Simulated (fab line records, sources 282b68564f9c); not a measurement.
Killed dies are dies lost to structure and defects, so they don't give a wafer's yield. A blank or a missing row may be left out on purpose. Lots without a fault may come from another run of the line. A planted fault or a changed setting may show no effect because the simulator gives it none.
fab line records | flow rit_cmos
record lots=15 wafers=45 last_day=7
route steps=202 shown PLDD@122
lots that met no fault: from a run of the same line without faults
start_h: hours from the record's first day to the start of the lot's first wafer shown | wait_h: hours since the lot's step before | " the same as in the row above | L1.1+2: a row that stands for several wafers | - no value, or no start given | * or withheld: withheld | < > ~ a bound
route shown NAME@n: a module of which the file shows steps, and the number in the route of the first | usual: mean/standard deviation of fault-free wafers | same: alike in all rows | chamber/n: place in a boat | sites: the reading at each site | _std_site: their standard deviation | _edge_site: outer sites' mean less inner sites' | radius_mm: how far each site lies from the wafer's centre | mask NAME#n: copy n | behind: the tool/chamber that last shaped the wafer | hold: why the lot was held/for how many hours/how that ended | device: the transistor (n, p or np) that didn't switch | end of line: the same wafers' tests at the end of the route | a step without rows: its recipe alone | killed: dies lost to structure and defects at the first sort, not the wafer's yield | map: a wafer's dies, x killed, . not, _ none there
set.NAME: the setting as run; set.NAME@STEP: as run at that earlier step | model.NAME: the simulator's own value behind a step, which no gauge read
steps of the route over a sample of lots; a table a step, a row a wafer
services: from which hour (start_h, from the record's first day; less than 0 if before it) a tool's chamber was out of use, for how many hours, and why
## steps
# step RIT_PLDD_IMPLANT_08
# recipe species=BF2 energy_kev=20 dose_cm2=9e+14 tilt_deg=7
# usual beam_energy_keV=19.999/0.0065 tilt_deg=7.001/0.024
# columns lot.wafer tool chamber start_h wait_h beam_energy_keV tilt_deg
L371.1 implanter-01 0 45.51 0.1 19.988 6.966
L371.4 " 0 " " 19.999 7.015
L371.6 " 0 " " 19.994 7.029
L372.2 implanter-03 0 52.19 0.1 19.998 7.000
L372.3 " 0 " " 19.995 6.986
L372.6 " 0 " " 19.995 6.984
L373.2 implanter-03 0 54.83 0.1 19.998 6.955
L373.3 " 0 " " 20.001 6.985
L373.4 " 0 " " 20.001 7.032
L374.3 implanter-02 0 62.09 0.1 20.000 7.018
L374.4 " 0 " " 20.001 7.015
L374.6 " 0 " " 20.002 7.029
L378.1 implanter-03 0 82.14 0.1 21.593 6.997
L378.2 " 0 " " 21.581 6.966
L378.3 " 0 " " 21.590 6.994
L379.2 implanter-03 0 91.49 0.1 21.581 6.999
L379.4 " 0 " " 21.590 7.002
L379.6 " 0 " " 21.573 7.004
L380.1 implanter-03 0 97.38 0.1 21.565 6.996
L380.4 " 0 " " 21.567 6.969
L380.5 " 0 " " 21.568 7.005
L381.1 implanter-02 0 100.88 0.1 20.003 7.004
L381.3 " 0 " " 19.997 6.992
L381.6 " 0 " " 20.003 6.955
L382.1 implanter-01 0 104.75 0.1 19.996 6.962
L382.2 " 0 " " 19.994 6.967
L382.5 " 0 " " 20.004 6.996
L386.1 implanter-02 0 129.39 0.1 20.000 7.017
L386.2 " 0 " " 20.005 7.019
L386.6 " 0 " " 19.994 7.030
L388.1 implanter-02 0 133.60 0.1 19.992 7.018
L388.2 " 0 " " 20.000 7.035
L388.4 " 0 " " 20.005 7.031
L389.1 implanter-02 0 137.93 0.1 20.005 7.028
L389.3 " 0 " " 19.997 7.004
L389.4 " 0 " " 19.995 7.010
L390.2 implanter-02 0 144.10 0.1 19.998 7.023
L390.3 " 0 " " 19.988 6.967
L390.6 " 0 " " 19.999 7.022
L391.1 implanter-01 0 147.17 0.1 19.992 6.986
L391.2 " 0 " " 19.985 6.988
L391.3 " 0 " " 20.006 6.991
L393.1 implanter-01 0 157.90 0.1 20.003 7.032
L393.2 " 0 " " 19.993 7.028
L393.6 " 0 " " 19.995 7.015
# step RIT_SDANNEAL_RS_MEAS_06
# recipe thk_meas_gauge=four-point-probe
# usual PLDD_RS=178.5/0.49
# columns lot.wafer tool chamber start_h wait_h PLDD_RS[ohm/sq]
L371.1 film_metro-01 - 52.02 0.1 178.4
L371.4 " - " " 178.3
L371.6 " - " " 178.3
L372.2 film_metro-03 - 58.83 0.1 178.4
L372.3 " - " " 178.4
L372.6 " - " " 178.8
L373.2 film_metro-01 - 61.46 0.1 177.7
L373.3 " - " " 178.4
L373.4 " - " " 177.8
L374.3 film_metro-03 - 69.06 0.1 177.6
L374.4 " - " " 178.4
L374.6 " - " " 178.3
L378.1 film_metro-04 - 88.65 0.1 173.5
L378.2 " - " " 174.1
L378.3 " - " " 174.0
L379.2 film_metro-04 - 98.01 0.1 172.9
L379.4 " - " " 173.2
L379.6 " - " " 173.0
L380.1 film_metro-03 - 103.76 0.1 173.7
L380.4 " - " " 173.4
L380.5 " - " " 173.1
L381.1 film_metro-01 - 107.42 0.1 179.1
L381.3 " - " " 178.3
L381.6 " - " " 178.5
L382.1 film_metro-01 - 111.58 0.1 179.8
L382.2 " - " " 180.2
L382.5 " - " " 179.3
L386.1 film_metro-03 - 136.60 0.1 178.0
L386.2 " - " " 178.1
L386.6 " - " " 178.1
L388.1 film_metro-01 - 140.34 0.1 178.7
L388.2 " - " " 179.0
L388.4 " - " " 178.4
L389.1 film_metro-01 - 144.39 0.1 178.3
L389.3 " - " " 178.3
L389.4 " - " " 178.0
L390.2 film_metro-01 - 150.90 0.1 178.6
L390.3 " - " " 179.2
L390.6 " - " " 178.6
L391.1 film_metro-04 - 153.68 0.1 178.7
L391.2 " - " " 178.3
L391.3 " - " " 178.6
L393.1 film_metro-03 - 164.44 0.1 177.7
L393.2 " - " " 178.4
L393.6 " - " " 177.3
## services
# columns tool chamber start_h hours kind
implanter-02 - 87.65 5.7 repair
implanter-01 - 91.33 1.1 repair
implanter-02 - 140.11 1.0 repair
implanter-03 - 144.48 1.5 repair
## key
first_sign step=RIT_PLDD_IMPLANT_08 reading=beam_energy_keV direction=up sigmas=99+ usual=19.999 struck=21.579
effect step=RIT_SDANNEAL_RS_MEAS_06 reading=PLDD_RS direction=down sigmas=10 usual=178.5 struck=173.4
met_at RIT_PLDD_IMPLANT_08
struck_lots L378,L379,L380
tester_left_out L378,L379,L380
onset_between 54.83 82.14
fault kind=process_parameter_drift tool=implanter-03 chamber=- onset_h=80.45 steps=RIT_PLDD_IMPLANT_08 channel=energy_kev offset=1.581 shape=step end_h=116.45 acts_in=these_recipes_only stated=20
# tester_left_out: of these lots the tester's yield and bins aren't shown, on N5 and GAA mostly nor the transistor test; their killed dies are dies lost to structure and defects alone, not to doping, threshold or leakage, so they don't give the yield
